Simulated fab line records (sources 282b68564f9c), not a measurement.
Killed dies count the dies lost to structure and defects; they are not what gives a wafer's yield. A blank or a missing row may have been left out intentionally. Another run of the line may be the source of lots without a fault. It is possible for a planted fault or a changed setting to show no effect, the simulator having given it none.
fab line records	flow rit_cmos
record: lots: 15	wafers: 45	last_day: 7
route steps=202 shown PWELL@45 GATE@96 PLDD@117 NSD@141 M1@202
lots with no fault: from the same line, run without faults
start_h: start of the lot's first displayed wafer, in hours after the record's first day	wait_h: hours from the lot's prior step to this one	" same as the row above	L1.1+2: several wafers, shown together as one row	- no value, or no start was given	* or withheld: withheld	< > ~ a bound
route shown NAME@n: NAME is a module with steps in the file, n the number in the route of the first one	usual: mean/standard deviation taken from wafers without a fault	same: alike in all rows	chamber/n: place in a boat	sites: the reading at each site	_std_site: the standard deviation of these	_edge_site: the outer-site mean with the inner-site mean subtracted	radius_mm: how far each site lies from the wafer's centre	mask NAME#n: copy n	behind: the tool/chamber that last shaped the wafer	hold: why the lot went on hold/how many hours it stayed there/how the hold came to an end	device: the transistor (n, p or np) that didn't switch	end of line: the same wafers' tests at the end of the route	a step given without rows: its recipe and nothing more	killed: the dies lost at the first sort to structure and to defects; this is not the yield of the wafer	map: a wafer's dies, marking killed ones x, the rest . and places with no die _
set.NAME: the setting the step ran with; set.NAME@STEP: the setting that earlier step ran with	model.NAME: the simulator's own value behind a step, which no gauge read
one table for each step of the route and one row for each wafer, over a sample of lots
services: when a tool's chamber went out of use (start_h, in hours from the record's first day, below 0 if earlier), for how many hours, and the reason
== steps ==
step: RIT_PWELL_OVL_MEAS_06
usual: PWELL_OVL: 0.4/1.6
lot.wafer	tool	chamber	start_h	wait_h	PWELL_OVL[nm]
L200.1	overlay-02	-	24.16	-	-0.3
L200.2	"	-	"	"	-0.1
L200.4	"	-	"	"	-0.9
L201.1	overlay-02	-	30.05	-	-0.9
L201.4	"	-	"	"	-3.4
L201.6	"	-	"	"	-1.9
L202.2	overlay-01	-	35.65	-	2.1
L202.3	"	-	"	"	0.0
L202.5	"	-	"	"	-0.3
L203.1	overlay-02	-	38.58	-	3.6
L203.3	"	-	"	"	3.3
L203.6	"	-	"	"	3.0
L204.2	overlay-02	-	44.40	-	1.9
L204.5	"	-	"	"	3.2
L204.6	"	-	"	"	2.7
L205.1	overlay-02	-	49.72	-	0.0
L205.2	"	-	"	"	2.2
L205.4	"	-	"	"	1.4
L206.4	overlay-01	-	54.14	-	0.1
L206.5	"	-	"	"	1.2
L206.6	"	-	"	"	0.2
L207.4	overlay-01	-	57.67	-	-1.2
L207.5	"	-	"	"	-0.4
L207.6	"	-	"	"	-1.5
L210.1	overlay-01	-	73.40	-	3.0
L210.2	"	-	"	"	1.4
L210.4	"	-	"	"	2.0
L213.1	overlay-02	-	87.83	-	3.1
L213.2	"	-	"	"	2.6
L213.3	"	-	"	"	2.6
L216.3	overlay-01	-	104.30	-	4.2
L216.5	"	-	"	"	2.1
L216.6	"	-	"	"	0.9
L218.2	overlay-02	-	114.50	-	-1.6
L218.5	"	-	"	"	-1.3
L218.6	"	-	"	"	-1.7
L219.2	overlay-01	-	118.04	-	0.6
L219.5	"	-	"	"	1.2
L219.6	"	-	"	"	0.4
L221.3	overlay-01	-	127.04	-	1.1
L221.4	"	-	"	"	0.7
L221.6	"	-	"	"	1.0
L223.1	overlay-01	-	137.51	-	-0.1
L223.4	"	-	"	"	1.1
L223.5	"	-	"	"	1.1
step: RIT_GATE_STRIP_20
recipe: chemistry: O2	time_s: 180	resist: NOVOLAK	platen_temp_c: withheld	power_w: 500	pressure_mtorr: 4000	o2_flow_sccm: 4000
usual: drypump_motor_current_A: 5.8/0.45
lot.wafer	tool	chamber	start_h	wait_h	drypump_motor_current_A	rf_hours_counter_h
L200.1	plasma_asher-04	1	40.34	0.1	5.5	38
L200.2	"	0	"	"	6.2	38
L200.4	"	1	"	"	5.5	-
L201.1	plasma_asher-04	1	47.82	0.1	5.5	39
L201.4	"	1	"	"	5.5	-
L201.6	"	1	"	"	5.5	-
L202.2	plasma_asher-01	1	50.69	0.1	6.2	41
L202.3	"	0	"	"	5.1	-
L202.5	"	1	"	"	6.3	-
L203.1	plasma_asher-01	0	53.68	0.1	5.1	42
L203.3	"	0	"	"	5.0	-
L203.6	"	1	"	"	6.2	-
L204.2	plasma_asher-03	1	60.80	0.1	5.8	26
L204.5	"	0	"	"	5.9	-
L204.6	"	1	"	"	5.8	-
L205.1	plasma_asher-01	0	66.21	0.1	5.1	43
L205.2	"	1	"	"	6.3	43
L205.4	"	0	"	"	5.0	-
L206.4	plasma_asher-04	1	69.23	0.1	5.5	-
L206.5	"	1	"	"	5.5	-
L206.6	"	0	"	"	6.2	-
L207.4	plasma_asher-03	0	73.16	0.1	5.9	-
L207.5	"	1	"	"	5.8	-
L207.6	"	0	"	"	5.9	-
L210.1	plasma_asher-04	0	90.53	0.1	6.2	44
L210.2	"	1	"	"	5.5	44
L210.4	"	0	"	"	6.2	-
L213.1	plasma_asher-01	1	104.44	0.1	6.3	47
L213.2	"	0	"	"	5.0	47
L213.3	"	0	"	"	5.0	-
L216.3	plasma_asher-01	0	120.55	0.1	5.1	-
L216.5	"	0	"	"	5.1	-
L216.6	"	1	"	"	6.3	-
L218.2	plasma_asher-04	1	131.07	0.1	5.5	1
L218.5	"	0	"	"	6.2	-
L218.6	"	1	"	"	5.5	-
L219.2	plasma_asher-04	1	134.14	0.1	5.5	2
L219.5	"	1	"	"	5.5	-
L219.6	"	0	"	"	6.2	-
L221.3	plasma_asher-03	1	144.00	0.1	5.8	-
L221.4	"	0	"	"	5.9	-
L221.6	"	1	"	"	5.8	-
L223.1	plasma_asher-01	1	153.87	0.1	6.3	53
L223.4	"	1	"	"	6.2	-
L223.5	"	0	"	"	5.0	-
step: RIT_PLDD_EXPOSE_03
recipe: mask_id: M8	na: 0.57	target_cd_nm: 40900	dose_mj: 250
usual: exposure_dose_mJ_cm2: 250.06/0.23
lot.wafer	tool	chamber	start_h	wait_h	mask	exposure_dose_mJ_cm2
L200.1	iline_stepper-01	0	47.69	0.2	M8#0	249.53
L200.2	"	0	"	"	M8#0	249.84
L200.4	"	0	"	"	M8#0	249.62
L201.1	iline_stepper-02	0	53.26	0.3	M8#0	249.97
L201.4	"	0	"	"	M8#0	249.78
L201.6	"	0	"	"	M8#0	249.98
L202.2	iline_stepper-01	0	57.08	0.2	M8#0	250.23
L202.3	"	0	"	"	M8#0	250.06
L202.5	"	0	"	"	M8#0	249.95
L203.1	iline_stepper-02	0	59.48	0.2	M8#0	250.32
L203.3	"	0	"	"	M8#0	250.16
L203.6	"	0	"	"	M8#0	250.09
L204.2	iline_stepper-02	0	67.36	0.1	M8#0	250.36
L204.5	"	0	"	"	M8#0	250.17
L204.6	"	0	"	"	M8#0	249.85
L205.1	iline_stepper-01	0	71.79	0.2	M8#0	249.89
L205.2	"	0	"	"	M8#0	249.95
L205.4	"	0	"	"	M8#0	250.15
L206.4	iline_stepper-02	0	74.78	0.2	M8#0	249.93
L206.5	"	0	"	"	M8#0	250.03
L206.6	"	0	"	"	M8#0	249.86
L207.4	iline_stepper-01	0	78.45	0.2	M8#0	249.96
L207.5	"	0	"	"	M8#0	250.06
L207.6	"	0	"	"	M8#0	249.93
L210.1	iline_stepper-02	0	96.78	0.2	M8#0	250.18
L210.2	"	0	"	"	M8#0	250.26
L210.4	"	0	"	"	M8#0	250.34
L213.1	iline_stepper-01	0	110.62	0.1	M8#0	250.55
L213.2	"	0	"	"	M8#0	250.25
L213.3	"	0	"	"	M8#0	249.99
L216.3	iline_stepper-01	0	126.70	0.1	M8#0	249.90
L216.5	"	0	"	"	M8#0	250.19
L216.6	"	0	"	"	M8#0	249.93
L218.2	iline_stepper-01	0	136.80	0.2	M8#0	249.90
L218.5	"	0	"	"	M8#0	249.97
L218.6	"	0	"	"	M8#0	250.12
L219.2	iline_stepper-01	0	140.37	0.1	M8#0	249.85
L219.5	"	0	"	"	M8#0	249.95
L219.6	"	0	"	"	M8#0	250.14
L221.3	iline_stepper-01	0	149.48	0.2	M8#0	249.78
L221.4	"	0	"	"	M8#0	249.67
L221.6	"	0	"	"	M8#0	250.22
L223.1	iline_stepper-01	0	159.14	0.2	M8#0	250.12
L223.4	"	0	"	"	M8#0	250.18
L223.5	"	0	"	"	M8#0	250.35
step: RIT_PLDD_OVL_MEAS_06
usual: PLDD_OVL: 0.3/1.2
lot.wafer	tool	chamber	start_h	wait_h	hold	PLDD_OVL[nm]
L200.1	overlay-02	-	48.09	-	-	0.0
L200.2	"	-	"	"	-	1.2
L200.4	"	-	"	"	-	0.3
L201.1	overlay-02	-	53.86	-	-	-0.4
L201.4	"	-	"	"	-	0.3
L201.6	"	-	"	"	-	-0.4
L202.2	overlay-02	-	57.46	-	-	1.1
L202.3	"	-	"	"	-	-0.4
L202.5	"	-	"	"	-	1.1
L203.1	overlay-01	-	59.88	-	-	-1.8
L203.3	"	-	"	"	-	0.5
L203.6	"	-	"	"	-	0.0
L204.2	overlay-01	-	67.75	-	await_dispo/0.2h/release	-
L204.5	"	-	"	"	await_dispo/0.2h/release	-
L204.6	"	-	"	"	await_dispo/0.2h/release	-
L204.2	overlay-01	-	67.95	0.2	-	-
L204.5	"	-	"	"	-	-
L204.6	"	-	"	"	-	-
L205.1	overlay-01	-	72.29	-	-	1.2
L205.2	"	-	"	"	-	-0.8
L205.4	"	-	"	"	-	-0.5
L206.4	overlay-01	-	75.14	-	await_dispo/0.2h/release	-
L206.5	"	-	"	"	await_dispo/0.2h/release	-
L206.6	"	-	"	"	await_dispo/0.2h/release	-
L206.4	overlay-01	-	75.35	0.2	-	-
L206.5	"	-	"	"	-	-
L206.6	"	-	"	"	-	-
L207.4	overlay-02	-	78.81	-	-	0.1
L207.5	"	-	"	"	-	1.8
L207.6	"	-	"	"	-	0.2
L210.1	overlay-02	-	97.18	-	await_dispo/0.2h/release	-
L210.2	"	-	"	"	await_dispo/0.2h/release	-
L210.4	"	-	"	"	await_dispo/0.2h/release	-
L210.1	overlay-02	-	98.76	1.6	-	-
L210.2	"	-	"	"	-	-
L210.4	"	-	"	"	-	-
L213.1	overlay-01	-	111.02	-	-	0.3
L213.2	"	-	"	"	-	-0.2
L213.3	"	-	"	"	-	-0.8
L216.3	overlay-02	-	127.07	-	-	0.2
L216.5	"	-	"	"	-	1.5
L216.6	"	-	"	"	-	2.8
L218.2	overlay-02	-	137.19	-	-	-1.9
L218.5	"	-	"	"	-	0.6
L218.6	"	-	"	"	-	-0.3
L219.2	overlay-01	-	140.75	-	-	1.0
L219.5	"	-	"	"	-	1.6
L219.6	"	-	"	"	-	1.2
L221.3	overlay-01	-	149.85	-	-	2.6
L221.4	"	-	"	"	-	0.2
L221.6	"	-	"	"	-	2.3
L223.1	overlay-02	-	159.54	-	-	2.2
L223.4	"	-	"	"	-	1.6
L223.5	"	-	"	"	-	0.0
step: RIT_NSD_TW_MEAS_10
usual: NSD_TW: 3134/21
lot.wafer	tool	chamber	start_h	wait_h	NSD_TW
L200.1	film_metro-04	-	52.51	0.1	3109
L200.2	"	-	"	"	3126
L200.4	"	-	"	"	3110
L201.1	film_metro-03	-	58.40	0.1	3156
L201.4	"	-	"	"	3162
L201.6	"	-	"	"	3169
L202.2	film_metro-04	-	62.73	0.1	3125
L202.3	"	-	"	"	3122
L202.5	"	-	"	"	3118
L203.1	film_metro-01	-	64.43	0.1	3079
L203.3	"	-	"	"	3086
L203.6	"	-	"	"	3090
L205.1	film_metro-04	-	76.93	0.1	3148
L205.2	"	-	"	"	3130
L205.4	"	-	"	"	3133
L207.4	film_metro-01	-	83.36	0.1	3119
L207.5	"	-	"	"	3152
L207.6	"	-	"	"	3132
L213.1	film_metro-04	-	115.57	0.1	3125
L213.2	"	-	"	"	3128
L213.3	"	-	"	"	3127
L216.3	film_metro-04	-	132.80	0.1	3160
L216.5	"	-	"	"	3151
L216.6	"	-	"	"	3166
L218.2	film_metro-04	-	142.72	0.1	3118
L218.5	"	-	"	"	3160
L218.6	"	-	"	"	3133
L219.2	film_metro-03	-	146.27	0.1	3126
L219.5	"	-	"	"	3153
L219.6	"	-	"	"	3155
L221.3	film_metro-04	-	154.58	0.1	3144
L221.4	"	-	"	"	3118
L221.6	"	-	"	"	3143
L223.1	film_metro-03	-	164.12	0.1	3138
L223.4	"	-	"	"	3148
L223.5	"	-	"	"	3151
step: RIT_M1_PROBE_99
usual: defect_limited_yield: 97.3/1.2	killed_at_contacts: 0.1/0.24	killed_at_front_end: 7/3.2	killed_dies: 7/3.2	killed_open: 3.6/2.1	killed_short: 3.5/2	sort_bin_3_pad_short: 0.1/0.18	sort_bin_5_function: 1.5/0.84	sort_bin_6_memory: 1.1/0.74	sort_n_pass: 257/3.2	sort_yield_pct: 97.3/1.2
same: gross_dies: 264	killed_at_M0_to_M3: 0	killed_at_M4_up: 0	killed_at_back_side: 0	killed_at_other: 0
lot.wafer	tool	chamber	start_h	wait_h	defect_limited_yield[%]	killed_at_contacts	killed_at_front_end	killed_dies	killed_open	killed_short	sort_bin_3_pad_short[%]	sort_bin_5_function[%]	sort_bin_6_memory[%]	sort_n_pass	sort_yield_pct[%]
L200.1	prober-02	-	61.96	0.1	96.6	0	9	9	8	1	0	3.0	0.4	255	96.6
L200.2	prober-02	-	62.01	0.1	98.5	0	4	4	1	3	0	0.4	1.1	260	98.5
L200.4	prober-02	-	62.11	0.2	98.1	0	5	5	2	3	0	1.9	0	259	98.1
L201.1	prober-01	-	67.73	0.1	97.3	0	7	7	3	4	0	1.9	0.8	257	97.3
L201.4	prober-01	-	67.88	0.2	98.1	0	5	5	2	3	0	1.5	0.4	259	98.1
L201.6	prober-01	-	67.98	0.2	95.8	1	10	11	7	4	0	2.7	1.5	253	95.8
L202.2	prober-02	-	72.47	0.1	97.7	0	6	6	4	2	0	1.5	0.8	258	97.7
L202.3	prober-02	-	72.52	0.2	97.3	0	7	7	4	3	0	2.3	0.4	257	97.3
L202.5	prober-02	-	72.62	0.2	96.2	0	10	10	4	6	0.4	2.3	1.1	254	96.2
L203.1	prober-01	-	74.16	0.1	99.6	0	1	1	1	0	0	0	0.4	263	99.6
L203.3	prober-01	-	74.26	0.2	98.1	0	5	5	1	4	0.4	1.1	0.4	259	98.1
L203.6	prober-01	-	74.41	0.2	97.7	0	6	6	3	3	0	0.4	1.9	258	97.7
L205.1	prober-01	-	86.29	0.1	98.1	0	5	5	4	1	0	0.8	1.1	259	98.1
L205.2	prober-01	-	86.34	0.1	97.3	0	7	7	4	3	0	2.3	0.4	257	97.3
L205.4	prober-01	-	86.44	0.2	97.3	0	7	7	4	3	0.4	1.5	0.8	257	97.3
L207.4	prober-01	-	92.77	0.2	95.5	0	12	12	8	4	0	3.4	1.1	252	95.5
L207.5	prober-01	-	92.82	0.2	93.9	0	16	16	5	11	0	4.2	1.9	248	93.9
L207.6	prober-01	-	92.87	0.2	94.7	0	14	14	9	5	0	3.8	1.5	250	94.7
L213.1	prober-01	-	125.08	0.1	97.3	0	7	7	4	3	0	1.9	0.8	257	97.3
L213.2	prober-01	-	125.13	0.1	98.9	0	3	3	3	0	0	0.8	0.4	261	98.9
L213.3	prober-01	-	125.18	0.2	99.2	0	2	2	0	2	0.4	0	0.4	262	99.2
L216.3	prober-02	-	142.51	0.2	96.2	0	10	10	4	6	0.4	2.3	1.1	254	96.2
L216.5	prober-02	-	142.61	0.2	97.0	0	8	8	3	5	0.4	1.9	0.8	256	97.0
L216.6	prober-02	-	142.66	0.2	97.0	0	8	8	2	6	0	1.5	1.5	256	97.0
L218.2	prober-02	-	152.47	0.1	98.5	0	4	4	1	3	0	1.1	0.4	260	98.5
L218.5	prober-02	-	152.62	0.2	97.7	0	6	6	3	3	0	1.1	1.1	258	97.7
L218.6	prober-02	-	152.67	0.2	98.5	0	4	4	2	2	0	1.1	0.4	260	98.5
L219.2	prober-01	-	155.93	0.1	97.0	0	8	8	5	3	0	2.3	0.8	256	97.0
L219.5	prober-01	-	156.08	0.2	98.5	1	3	4	4	0	0	0.8	0.8	260	98.5
L219.6	prober-01	-	156.13	0.2	97.7	0	6	6	1	5	0	1.5	0.8	258	97.7
L221.3	prober-01	-	163.98	0.2	98.1	0	5	5	1	4	0.4	0.8	0.8	259	98.1
L221.4	prober-01	-	164.03	0.2	97.7	0	6	6	3	3	0	0.8	1.5	258	97.7
L221.6	prober-01	-	164.13	0.2	98.5	0	4	4	2	2	0	0.8	0.8	260	98.5
L223.1	prober-01	-	173.68	0.1	93.6	0	17	17	11	6	0.8	3.0	2.7	247	93.6
L223.4	prober-01	-	173.83	0.2	93.2	0	18	18	10	8	0	3.0	3.8	246	93.2
L223.5	prober-01	-	173.88	0.2	96.2	0	10	10	5	5	0	1.9	1.9	254	96.2
killed by level:class
L200.1 GATE:geometric_particle:open=6 FOX1:geometric_particle:short=1 FOX1:geometric_particle:open=1 SILICIDE:geometric_particle:open=1
L200.2 FOX2:geometric_particle:short=1 REOX:geometric_particle:short=1 SPACER:geometric_particle:open=1 SILICIDE:geometric_particle:short=1
L200.4 GATE:geometric_particle:short=3 GATE:geometric_particle:open=1 REOX:geometric_particle:open=1
L201.1 FOX2:geometric_particle:short=2 GATE:geometric_particle:open=2 SPACER:geometric_particle:open=1 SPACER:geometric_particle:short=1 SILICIDE:geometric_particle:short=1
L201.4 SPACER:geometric_particle:short=2 FOX1:geometric_particle:short=1 FOX1:geometric_particle:open=1 SPACER:geometric_particle:open=1
L201.6 GATE:geometric_particle:open=5 REOX:geometric_particle:short=2 GATE:geometric_particle:short=1 SPACER:geometric_particle:open=1 SILICIDE:geometric_particle:short=1 CONTACT:geometric_particle:open=1
L202.2 GATE:geometric_particle:open=2 REOX:geometric_particle:open=2 FOX2:geometric_particle:short=1 GATE:geometric_particle:short=1
L202.3 FOX1:geometric_particle:open=2 GATE:geometric_particle:short=2 GATE:geometric_particle:open=2 FOX1:geometric_particle:short=1
L202.5 GATE:geometric_particle:open=4 GATE:geometric_particle:short=2 REOX:geometric_particle:short=2 SILICIDE:geometric_particle:short=2
L203.1 SPACER:geometric_particle:open=1
L203.3 REOX:geometric_particle:short=3 GATE:geometric_particle:short=1 GATE:geometric_particle:open=1
L203.6 FOX2:geometric_particle:short=1 REOX:geometric_particle:open=1 REOX:geometric_particle:short=1 SPACER:geometric_particle:open=1 SILICIDE:geometric_particle:open=1 SILICIDE:geometric_particle:short=1
L205.1 GATE:geometric_particle:open=2 FOX1:geometric_particle:open=1 FOX2:geometric_particle:open=1 GATE:geometric_particle:short=1
L205.2 GATE:geometric_particle:open=4 GATE:geometric_particle:short=1 SPACER:geometric_particle:short=1 SILICIDE:geometric_particle:short=1
L205.4 GATE:geometric_particle:short=3 GATE:geometric_particle:open=2 REOX:geometric_particle:open=1 SPACER:geometric_particle:open=1
L207.4 GATE:geometric_particle:open=3 SPACER:geometric_particle:short=3 REOX:geometric_particle:open=2 SPACER:geometric_particle:open=2 REOX:geometric_particle:short=1 SILICIDE:geometric_particle:open=1
L207.5 REOX:geometric_particle:short=5 REOX:geometric_particle:open=4 GATE:geometric_particle:short=2 SILICIDE:geometric_particle:short=2 FOX1:geometric_particle:short=1 GATE:geometric_particle:open=1 SPACER:geometric_particle:short=1
L207.6 GATE:geometric_particle:open=5 GATE:geometric_particle:short=2 REOX:geometric_particle:open=2 SPACER:geometric_particle:open=2 SILICIDE:geometric_particle:short=2 REOX:geometric_particle:short=1
L213.1 GATE:geometric_particle:short=2 SPACER:geometric_particle:open=2 FOX2:geometric_particle:open=1 GATE:geometric_particle:open=1 SPACER:geometric_particle:short=1
L213.2 SILICIDE:geometric_particle:open=2 FOX1:geometric_particle:open=1
L213.3 GATE:geometric_particle:short=1 REOX:geometric_particle:short=1
L216.3 REOX:geometric_particle:short=3 GATE:geometric_particle:open=2 GATE:geometric_particle:short=2 FOX2:geometric_particle:short=1 REOX:geometric_particle:open=1 SPACER:geometric_particle:open=1
L216.5 GATE:geometric_particle:short=3 FOX2:geometric_particle:open=1 GATE:geometric_particle:open=1 SPACER:geometric_particle:open=1 SPACER:geometric_particle:short=1 SILICIDE:geometric_particle:short=1
L216.6 GATE:geometric_particle:short=2 FOX1:geometric_particle:short=1 FOX2:geometric_particle:short=1 GATE:geometric_particle:open=1 REOX:geometric_particle:short=1 SPACER:geometric_particle:short=1 SILICIDE:geometric_particle:open=1
L218.2 REOX:geometric_particle:short=2 FOX1:geometric_particle:short=1 REOX:geometric_particle:open=1
L218.5 GATE:geometric_particle:open=2 FOX1:geometric_particle:short=1 FOX2:geometric_particle:open=1 GATE:geometric_particle:short=1 SPACER:geometric_particle:short=1
L218.6 SPACER:geometric_particle:open=2 GATE:geometric_particle:short=2
L219.2 GATE:geometric_particle:short=2 GATE:geometric_particle:open=2 SILICIDE:geometric_particle:open=2 FOX2:geometric_particle:open=1 SILICIDE:geometric_particle:short=1
L219.5 GATE:geometric_particle:open=2 FOX2:geometric_particle:open=1 CONTACT:geometric_particle:open=1
L219.6 GATE:geometric_particle:short=2 SILICIDE:geometric_particle:short=2 FOX1:geometric_particle:short=1 GATE:geometric_particle:open=1
L221.3 GATE:geometric_particle:short=2 GATE:geometric_particle:open=1 REOX:geometric_particle:short=1 SPACER:geometric_particle:short=1
L221.4 REOX:geometric_particle:open=2 FOX1:geometric_particle:short=1 GATE:geometric_particle:open=1 GATE:geometric_particle:short=1 REOX:geometric_particle:short=1
L221.6 GATE:geometric_particle:open=2 FOX1:geometric_particle:short=1 GATE:geometric_particle:short=1
L223.1 GATE:geometric_particle:open=6 GATE:geometric_particle:short=3 FOX1:geometric_particle:open=2 REOX:geometric_particle:open=2 SILICIDE:geometric_particle:short=2 SPACER:geometric_particle:open=1 SPACER:geometric_particle:short=1
L223.4 GATE:geometric_particle:short=4 SPACER:geometric_particle:open=4 GATE:geometric_particle:open=3 SPACER:geometric_particle:short=3 FOX1:geometric_particle:open=1 FOX2:geometric_particle:short=1 FOX2:geometric_particle:open=1 SILICIDE:geometric_particle:open=1
L223.5 FOX2:geometric_particle:short=2 FOX2:geometric_particle:open=2 GATE:geometric_particle:short=2 GATE:geometric_particle:open=1 SPACER:geometric_particle:short=1 SPACER:geometric_particle:open=1 SILICIDE:geometric_particle:open=1
== services ==
tool	chamber	start_h	hours	kind
iline_stepper-01	-	17.68	0.7	repair
iline_stepper-01	-	18.36	4.4	pm
plasma_asher-03	-	27.07	0.7	repair
iline_stepper-02	-	31.79	9.3	repair
iline_stepper-01	-	74.22	2.2	repair
plasma_asher-04	-	108.75	9.0	pm
plasma_asher-04	0	108.75	9.0	vent_cycle
plasma_asher-04	1	108.75	9.0	vent_cycle
plasma_asher-03	-	109.64	4.5	repair
plasma_asher-04	0	117.75	-	clean
plasma_asher-04	1	117.75	-	clean
plasma_asher-04	-	135.38	1.3	repair
plasma_asher-04	-	138.57	1.2	repair
== key ==
first_sign: step: RIT_PLDD_OVL_MEAS_06	reading: visit	direction: added
effect: step: RIT_PLDD_OVL_MEAS_06	reading: hold	direction: added
met_at RIT_PLDD_EXPOSE_03
struck_lots L204,L206,L210
scrapped_behind RIT_PLDD_OVL_MEAS_06 L204.2,L204.5,L204.6,L206.4,L206.5,L206.6,L210.1,L210.2,L210.4
not_acting_at RIT_PWELL_OVL_MEAS_06,RIT_GATE_STRIP_20,RIT_NSD_TW_MEAS_10
onset_between 59.48 67.36
fault: kind: scanner_matching_overlay	tool: iline_stepper-02	chamber: -	onset_h: 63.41	steps: RIT_PLDD_EXPOSE_03	offset: 6752.4
